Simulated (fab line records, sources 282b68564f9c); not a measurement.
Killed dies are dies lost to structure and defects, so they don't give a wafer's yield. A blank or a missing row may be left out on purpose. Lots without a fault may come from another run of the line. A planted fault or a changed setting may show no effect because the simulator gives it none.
A struck lot beside a sound one | flow rit_cmos | 20 steps out of a route of 202
Sound: wafers L271.1, L271.2, L271.6. Struck: wafers L279.3, L279.4, L279.5. The cause comes at the end.
At each step with rows: each side's tool, then ch and its chambers, then its first start. Under that, the readings that differ: sound wafers | struck wafers | difference of the means | sigmas: that difference in standard deviations of wafers without a fault.
alike: readings whose means differ by less than 2 such deviations, and words and numbers that are the same on both sides. not compared: withheld readings, readings that some wafer has no value for, bounds like >300 that may hide the same value, and numbers for which the record gives no deviation and whose values overlap.
The two part at a step that has a row with sigmas, a row that says differs or no value, or rows on one side only. Numbers that don't overlap but have no deviation are shown without sigmas and don't part them. A reading that every wafer of one side lacks parts them only if that side has two wafers or more.

RIT_SDANNEAL_RS_MEAS_06: measures by four-point-probe.
  sound on film_metro-01, day 5 15:55; struck on film_metro-04, day 7 00:21
  alike: PLDD_RS
RIT_SDANNEAL_RS_MEAS_07: measures by four-point-probe.
  sound on film_metro-01, day 5 16:02; struck on film_metro-04, day 7 00:28
  alike: NLDD_RS
then, 1 step without rows for these wafers: RIT_SILICIDE_WET_ETCH_00 (etches SiO2 in BOE, target depth 14 nm, time 15 s).
RIT_SILICIDE_SPUTTER_01: material Ti, target thk 30 nm, time 240 s.
  sound on pvd_sputter-02, day 5 16:11; struck on pvd_sputter-03, day 7 00:34
  alike: throttle_valve_pct
RIT_SILICIDE_RS_MEAS_02: measures by four-point-probe.
  sound on film_metro-02, day 5 16:20; struck on film_metro-01, day 7 00:45
  alike: SILICIDE_TI_RS
RIT_SILICIDE_THK_MEAS_03: measures by xrf.
  sound on film_metro-02, day 5 16:27; struck on film_metro-01, day 7 00:51
  alike: SILICIDE_TI_THK
RIT_SILICIDE_RTA_04: time 10 s, ramp up 5 s, ramp down 5 s.
  sound on rtp_anneal-01 ch 0, day 5 16:31; struck on rtp_anneal-01 ch 0, day 7 00:55
  alike: chamber_o2_ppm, wafer_temp_C_max
then, 1 step without rows for these wafers: RIT_SILICIDE_WET_ETCH_05 (etches Ti in SPM, time 120 s).
RIT_SILICIDE_RTA_06: time 10 s, ramp up 5 s, ramp down 10 s.
  sound on rtp_anneal-02 ch 0, day 5 16:41; struck on rtp_anneal-02 ch 0, day 7 01:02
  alike: chamber_o2_ppm, wafer_temp_C_max
RIT_CONTACT_CVD_00: deposits SiO2 from TEOS, target thk 400 nm, time 61 s.
  sound on pecvd-02 ch 0,2, day 5 16:45; struck on pecvd-03 ch 1,2, day 7 01:04
  alike: heater_power_w
RIT_CONTACT_THK_MEAS_01:
  sound on film_metro-03, day 5 16:49; struck on film_metro-03, day 7 01:08
  alike: CONTACT_TEOS_THK
then, 1 step without rows for these wafers: RIT_CONTACT_HMDS_02 (prime time 60 s).
RIT_CONTACT_COAT_03: resist thk 1000 nm.
  sound on litho_track-03 ch 0, day 5 17:02; struck on litho_track-01, day 7 01:23
  no value came back on the struck wafers for chill_plate_temp_C (C), dispense_pressure_kPa (kPa); on the sound wafers chill_plate_temp_C (C) reads 22.97 23.03 22.88
then, 4 steps without rows for these wafers: RIT_CONTACT_SOFTBAKE_04 (time 60 s); RIT_CONTACT_EXPOSE_05 (exposes mask M11, target cd 1000 nm); RIT_CONTACT_PEB_06; RIT_CONTACT_DEVELOP_07 (develop time 120 s).
RIT_CONTACT_CD_MEAS_08: target cd 1000 nm.
  sound on cd_sem-01, day 5 17:58; struck on cd_sem-02, day 7 02:19
  reading    | sound                | struck | difference                    | sigmas
  cd_nm (nm) | 1003.3 1001.2 1001.9 | - - -  | no value on the struck wafers |
RIT_CONTACT_OVL_MEAS_09:
  sound on overlay-01, day 5 18:05; struck on overlay-02, day 7 02:24
  reading          | sound         | struck | difference                    | sigmas
  CONTACT_OVL (nm) | -0.6 1.2 -0.1 | - - -  | no value on the struck wafers |
RIT_M1_PROBE_99:
  sound on prober-01, day 5 23:17; struck on prober-02, day 7 07:34
  reading            | sound | struck      | difference | sigmas
  killed_at_contacts | 0 0 0 | 252 255 254 | +254       | +99 or more
  killed_dies        | 6 5 7 | 264 264 264 | +258       | +89
  killed_on_rim      | 4 1 2 | 70 70 70    | +68        | +48
  alike: killed_at_front_end, killed_open, killed_short

WHERE THEY PART
First at RIT_CONTACT_COAT_03; last, within this record, at RIT_M1_PROBE_99.

WHY: what the simulator had put in
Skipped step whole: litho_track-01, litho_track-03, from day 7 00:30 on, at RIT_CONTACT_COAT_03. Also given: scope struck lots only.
